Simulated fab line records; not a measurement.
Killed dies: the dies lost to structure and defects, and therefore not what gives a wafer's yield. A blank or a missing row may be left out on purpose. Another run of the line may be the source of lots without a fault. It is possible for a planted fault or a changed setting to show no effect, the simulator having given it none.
fab line records	flow berkeley-cmos170
record lots=6	wafers=18	last-day=12
route steps=331 shown M2@277
lots untouched by any fault: they come from a run of this same line in which no faults occurred
start-h: the number of hours between the record's first day and the start of the first shown wafer of the lot	wait-h: time in hours since the lot's previous step	" repeats the value in the row above	L1.1+2: several wafers, shown together as one row	- no value present, or no start provided	* or withheld: withheld	< > ~ a bound
route shown NAME@n: NAME is a module with steps in the file, n the number in the route of the first one	usual: the fault-free wafers' mean and standard deviation	same: alike in all rows	chamber/n: place in a boat	sites: readings site by site	_std_site: standard deviation across them	_edge_site: mean of outer sites minus mean of inner sites	radius-mm: for every site, how far away it sits from the centre of the wafer	mask NAME#n: copy n	behind: the most recent tool/chamber to have shaped the wafer	hold: reason for holding the lot/hours on hold/outcome of the hold	device: the transistor (n, p or np) that didn't switch	end of line: the same wafers' tests at the end of the route	a step with no rows: only its recipe	killed: the dies lost at the first sort to structure and to defects; this is not the yield of the wafer	map: a wafer's dies, marking killed ones x, the rest . and places with no die _
set.NAME: the run value of the setting; set.NAME@STEP: its run value at that earlier step	model.NAME: the simulator's own value behind a step, which no gauge read
lots seen at some steps along the route; tables by step, rows by wafer
services: when a tool's chamber went out of use (start-h, in hours from the record's first day, below 0 if earlier), for how many hours, and the reason
## steps
# step UCB170_M2_SOFTBAKE_06
# recipe resist=KrF	temp-c=130	time-s=60
# step UCB170_M2_STRIP_07
# recipe chemistry=O2	power-w=400	pressure-mtorr=3500	platen-temp-c=withheld	o2-flow-sccm=400	overash-fraction=0.5
# usual drypump-motor-current-A=5.6/0.51	oes-product-au=0.734/0.0047	strip-time-to-endpoint-s=21.93/0.058
lot.wafer	tool	chamber	start-h	wait-h	drypump-motor-current-A	oes-product-au	rf-hours-counter-h	strip-time-to-endpoint-s
L873.3	plasma-asher-04	1	170.84	0.1	4.8	0.731	-	21.98
L873.4	"	0	"	"	5.8	0.735	-	21.96
L873.6	"	0	"	"	5.8	0.734	-	21.86
L872.1	plasma-asher-02	0	184.64	0.1	6.3	0.732	47	21.93
L872.2	"	1	"	"	5.4	0.738	47	21.98
L872.6	"	0	"	"	6.3	0.730	-	21.92
L875.3	plasma-asher-02	0	196.48	0.1	6.3	0.737	-	21.90
L875.4	"	1	"	"	5.4	0.734	-	21.86
L875.5	"	1	"	"	5.4	0.727	-	21.91
L883.1	plasma-asher-02	0	227.95	0.1	6.3	0.731	52	21.98
L883.3	"	1	"	"	5.4	0.733	-	21.88
L883.5	"	0	"	"	6.3	0.726	-	21.93
L889.2	plasma-asher-02	1	269.21	0.1	5.4	0.734	55	21.94
L889.4	"	1	"	"	5.3	0.740	-	21.92
L889.6	"	1	"	"	5.4	0.732	-	22.01
L890.3	plasma-asher-02	1	269.76	0.1	5.4	0.737	-	21.84
L890.4	"	0	"	"	6.3	0.729	-	21.90
L890.5	"	0	"	"	6.3	0.734	-	21.98
# step UCB170_M2_STRIP_08
# recipe chemistry=DMSO	temp-c=80	time-s=600	material=KrF
# step UCB170_M2_COAT_09
# recipe resist=BARC	temp-c=withheld	time-s=withheld	spin-rpm=3000	resist-thk-nm=withheld
# step UCB170_M2_COAT_10
# recipe resist=KrF	spin-rpm=1500	resist-thk-nm=900
# step UCB170_M2_SOFTBAKE_11
# recipe resist=KrF	temp-c=130	time-s=60
# step UCB170_M2_EXPOSE_12
# recipe mask-id=METAL2	target-cd-nm=700	na=0.5	sigma-outer=0.6	source-shape=conventional	dose-mj=26
# step UCB170_M2_PEB_13
# recipe peb-temp-c=130	peb-time-s=withheld	resist=KrF
# step UCB170_M2_DEVELOP_14
# recipe developer=TMAH	develop-time-s=45	resist=KrF	dev-temp-c=21
# step UCB170_M2_CD_MEAS_15
# recipe target-cd-nm=700
# usual cd-nm=699.9/1.2
lot.wafer	tool	chamber	start-h	wait-h	cd-nm
L873.3	cd-sem-02	-	171.96	-	701.1
L873.4	"	-	"	"	700.8
L873.6	"	-	"	"	701.0
L872.1	cd-sem-01	-	186.02	-	698.5
L872.2	"	-	"	"	698.3
L872.6	"	-	"	"	698.8
L875.3	cd-sem-02	-	197.64	-	702.4
L875.4	"	-	"	"	701.2
L875.5	"	-	"	"	700.7
L883.1	cd-sem-02	-	229.45	-	699.0
L883.3	"	-	"	"	699.2
L883.5	"	-	"	"	699.9
L889.2	cd-sem-01	-	271.00	-	698.4
L889.4	"	-	"	"	697.1
L889.6	"	-	"	"	698.4
L890.3	cd-sem-02	-	271.68	-	699.4
L890.4	"	-	"	"	699.6
L890.5	"	-	"	"	700.3
# step UCB170_M2_OVL_MEAS_16
# usual M2_OVL=3/5.3
lot.wafer	tool	chamber	start-h	wait-h	M2_OVL[nm]
L873.3	overlay-01	-	172.06	0.1	1
L873.4	"	-	"	"	4
L873.6	"	-	"	"	2
L872.1	overlay-02	-	186.14	0.1	-3
L872.2	"	-	"	"	0
L872.6	"	-	"	"	-3
L875.3	overlay-02	-	197.74	0.1	4
L875.4	"	-	"	"	1
L875.5	"	-	"	"	8
L883.1	overlay-01	-	229.57	0.1	5
L883.3	"	-	"	"	1
L883.5	"	-	"	"	2
L889.2	overlay-02	-	271.11	0.1	3
L889.4	"	-	"	"	7
L889.6	"	-	"	"	9
L890.3	overlay-02	-	271.77	0.1	-1
L890.4	"	-	"	"	4
L890.5	"	-	"	"	2
# step UCB170_M2_ETCH_17
# recipe chemistry=N2/H2	target-depth-a=withheld	overetch-a=withheld	target=BARC	time-s=withheld	source-w=500	bias-w=100	pressure-mtorr=30	n2-flow-sccm=100	h2-flow-sccm=200
# usual bias-w=100.0/0.31	chamber-pressure-mTorr=29.999/0.023	drypump-motor-current-A=5.92/0.29	h2-flow-sccm=199.9/0.59	oes-product-au=0.996/0.029	throttle-valve-pct=13.30/0.14
lot.wafer	tool	chamber	start-h	wait-h	bias-w	chamber-pressure-mTorr	drypump-motor-current-A	h2-flow-sccm	oes-product-au	throttle-valve-pct
L873.3	rie-diel-01	2	172.08	0.0	100.1	30.011	5.62	199.9	0.982	13.26
L873.4	"	1	"	"	99.9	29.997	5.89	200.0	1.023	13.52
L873.6	"	0	"	"	99.6	29.977	5.58	200.6	0.980	13.31
L872.1	rie-diel-03	2	186.17	0.0	99.9	29.987	6.06	199.7	0.988	13.28
L872.2	"	1	"	"	99.7	30.015	6.37	199.9	0.951	13.26
L872.6	"	2	"	"	99.5	29.977	6.07	200.1	0.990	13.25
L875.3	rie-diel-02	3	197.76	0.0	100.4	30.008	6.37	200.7	0.994	13.32
L875.4	"	1	"	"	99.8	29.978	6.19	199.1	0.993	13.19
L875.5	"	1	"	"	100.0	30.022	6.19	199.9	0.985	13.19
L883.1	rie-diel-02	3	229.61	0.0	99.5	29.992	6.37	201.1	0.968	13.31
L883.3	"	0	"	"	100.3	30.004	5.86	199.4	1.022	13.56
L883.5	"	2	"	"	99.8	30.006	6.37	199.8	1.024	12.99
L889.2	rie-diel-03	1	271.14	0.0	99.9	29.962	6.39	201.1	0.927	13.22
L889.4	"	0	"	"	100.0	30.034	5.58	199.9	0.953	13.24
L889.6	"	3	"	"	100.0	29.977	5.76	200.2	0.998	13.29
L890.3	rie-diel-02	2	271.80	0.0	100.2	30.022	6.39	199.1	1.026	12.94
L890.4	"	3	"	"	99.8	29.948	6.35	200.5	0.990	13.32
L890.5	"	3	"	"	100.3	30.021	6.38	200.2	0.991	13.29
# step UCB170_M2_METAL_ETCH_18
# recipe chemistry=Cl2/BCl3	target=Al	stop-on=SiO2	pressure-mtorr=12	target-depth-a=11700	over-etch-frac=0.3	time-s=195	icp-w=608.1	bias-w=120	Cl2_flow_sccm=90	bcl3-flow-sccm=45
# usual bcl3-flow-sccm=44.99/0.13	bias-w=120.0/0.38	drypump-motor-current-A=5.6/0.53	oes-product-au=0.857/0.015	over-etch-frac=0.3/0	throttle-valve-pct=24.4/0.38
lot.wafer	tool	chamber	start-h	wait-h	bcl3-flow-sccm	bias-w	drypump-motor-current-A	oes-product-au	over-etch-frac	rf-hours-counter-h	throttle-valve-pct	model.KrF_of_M2_COAT_10.thk-nm	model.SiO2_of_V1_CVD_00.thk-nm
L873.3	rie-metal-02	1	172.18	-	44.91	120.5	5.8	0.850	0.3	-	24.2	187.5	935.7
L873.4	"	0	"	"	44.90	119.8	4.9	0.877	0.3	-	24.9	187.7	934.8
L873.6	"	1	"	"	44.78	119.8	5.8	0.846	0.3	-	24.2	183.9	937
L872.1	rie-metal-04	0	186.21	-	-	-	-	-	-	-	-	889	994.7
L872.2	"	1	"	"	-	-	-	-	-	-	-	887.4	992.2
L872.6	"	1	"	"	-	-	-	-	-	-	-	886.9	991.7
L875.3	rie-metal-04	0	197.86	-	-	-	-	-	-	-	-	886.7	995.4
L875.4	"	1	"	"	-	-	-	-	-	-	-	883.4	993.9
L875.5	"	0	"	"	-	-	-	-	-	-	-	883.8	994
L883.1	rie-metal-01	1	229.65	-	44.90	120.3	5.2	0.844	0.3	12	23.8	230.8	941
L883.3	"	0	"	"	44.98	119.4	5.6	0.850	0.3	-	24.5	208	936.8
L883.5	"	1	"	"	44.95	120.7	5.2	0.837	0.3	-	23.8	234.7	939.3
L889.2	rie-metal-04	0	271.18	-	45.26	119.9	5.7	0.858	0.3	6	24.6	186.5	935.7
L889.4	"	0	"	"	44.98	120.2	5.6	0.859	0.3	-	24.6	189.8	938.3
L889.6	"	1	"	"	45.15	120.5	6.6	0.833	0.3	-	24.7	174.6	936.3
L890.3	rie-metal-02	0	271.90	-	44.92	120.0	4.9	0.877	0.3	-	24.9	195.7	933.3
L890.4	"	1	"	"	45.00	119.4	5.8	0.872	0.3	-	24.3	202.8	938.1
L890.5	"	0	"	"	44.89	120.2	4.9	0.876	0.3	-	24.9	190.8	936.2
# step UCB170_M2_STRIP_19
# recipe chemistry=O2	power-w=400	pressure-mtorr=3500	platen-temp-c=withheld	o2-flow-sccm=400	overash-fraction=0.5
# usual drypump-motor-current-A=5.6/0.52	oes-product-au=0.532/0.021
lot.wafer	tool	chamber	start-h	wait-h	drypump-motor-current-A	oes-product-au	rf-hours-counter-h
L873.3	plasma-asher-02	1	172.34	0.1	5.4	0.520	-
L873.4	"	0	"	"	6.3	0.517	-
L873.6	"	1	"	"	5.4	0.510	-
L872.1	plasma-asher-02	0	186.40	0.1	6.3	0.731	47
L872.2	"	1	"	"	5.4	0.713	47
L872.6	"	1	"	"	5.4	0.725	-
L875.3	plasma-asher-04	1	198.02	0.1	4.7	0.724	-
L875.4	"	0	"	"	5.8	0.734	-
L875.5	"	1	"	"	4.8	0.720	-
L883.1	plasma-asher-04	1	229.84	0.1	4.8	0.555	46
L883.3	"	0	"	"	5.8	0.541	-
L883.5	"	1	"	"	4.8	0.564	-
L889.2	plasma-asher-04	1	271.37	0.1	4.7	0.513	51
L889.4	"	0	"	"	5.8	0.531	-
L889.6	"	0	"	"	5.8	0.499	-
L890.3	plasma-asher-04	0	272.06	0.1	5.8	0.523	-
L890.4	"	1	"	"	4.8	0.533	-
L890.5	"	0	"	"	5.8	0.527	-
# step UCB170_M2_CD_MEAS_90
# recipe target-cd-nm=700
# usual cd-nm=701/3.6
lot.wafer	tool	chamber	start-h	wait-h	cd-nm
L873.3	cd-sem-01	-	172.45	0.1	703
L873.4	"	-	"	"	709
L873.6	"	-	"	"	704
L872.1	cd-sem-02	-	186.50	0.1	-
L872.2	"	-	"	"	-
L872.6	"	-	"	"	-
L875.3	cd-sem-02	-	198.13	0.1	-
L875.4	"	-	"	"	-
L875.5	"	-	"	"	-
L883.1	cd-sem-01	-	229.94	0.1	699
L883.3	"	-	"	"	699
L883.5	"	-	"	"	700
L889.2	cd-sem-01	-	271.49	0.1	696
L889.4	"	-	"	"	697
L889.6	"	-	"	"	705
L890.3	cd-sem-02	-	272.17	0.1	707
L890.4	"	-	"	"	703
L890.5	"	-	"	"	709
## services
tool	chamber	start-h	hours	kind
rie-diel-03	2	153.25	12.3	repair
rie-diel-02	2	158.73	5.1	repair
rie-diel-01	3	165.64	4.1	repair
plasma-asher-02	-	169.02	2.8	pm
rie-diel-01	2	180.28	-	clean
rie-diel-01	2	180.28	31.7	scheduled-down
rie-diel-01	2	180.28	31.7	vent-cycle
rie-diel-03	1	191.26	13.5	repair
rie-metal-02	1	201.67	-	clean
rie-metal-02	1	201.67	22.7	scheduled-down
rie-metal-02	1	201.67	22.7	vent-cycle
rie-diel-03	1	204.78	-	clean
rie-diel-03	1	204.78	26.4	scheduled-down
rie-diel-03	1	204.78	26.4	vent-cycle
rie-diel-03	3	207.22	7.3	repair
rie-metal-04	0	225.68	30.9	repair
plasma-asher-02	-	252.87	4.3	pm
plasma-asher-02	-	259.59	1.4	repair
## key
first-sign step=UCB170_M2_METAL_ETCH_18	reading=tool-record	direction=missing
effect step=UCB170_M2_STRIP_19	reading=oes-product-au	direction=up	sigmas=9.1	usual=0.532	struck=0.725
effect step=UCB170_M2_CD_MEAS_90	reading=cd-nm	direction=missing
model-effect step=UCB170_M2_METAL_ETCH_18	value=KrF_of_M2_COAT_10.thk-nm	without=186.8	struck=886.2
met-at UCB170_M2_METAL_ETCH_18
struck-wafers L872.1,L872.2,L872.6,L875.3,L875.4,L875.5
later-rows-left-out L872.1,L872.2,L872.6,L875.3,L875.4,L875.5
sort-left-out L872.1,L872.2,L872.6,L875.3,L875.4,L875.5
fault kind=skipped-step-whole	tool=rie-metal-04	chamber=-	onset-h=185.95	steps=UCB170_M2_METAL_ETCH_18	scope=struck-lots-only
# sort-left-out: the simulated sort isn't trusted on such a fault, so these wafers' sort isn't shown, and their yield isn't known
# later-rows-left-out: the simulator's readings of these wafers behind a module that went badly wrong aren't trusted and aren't shown, but for the sort
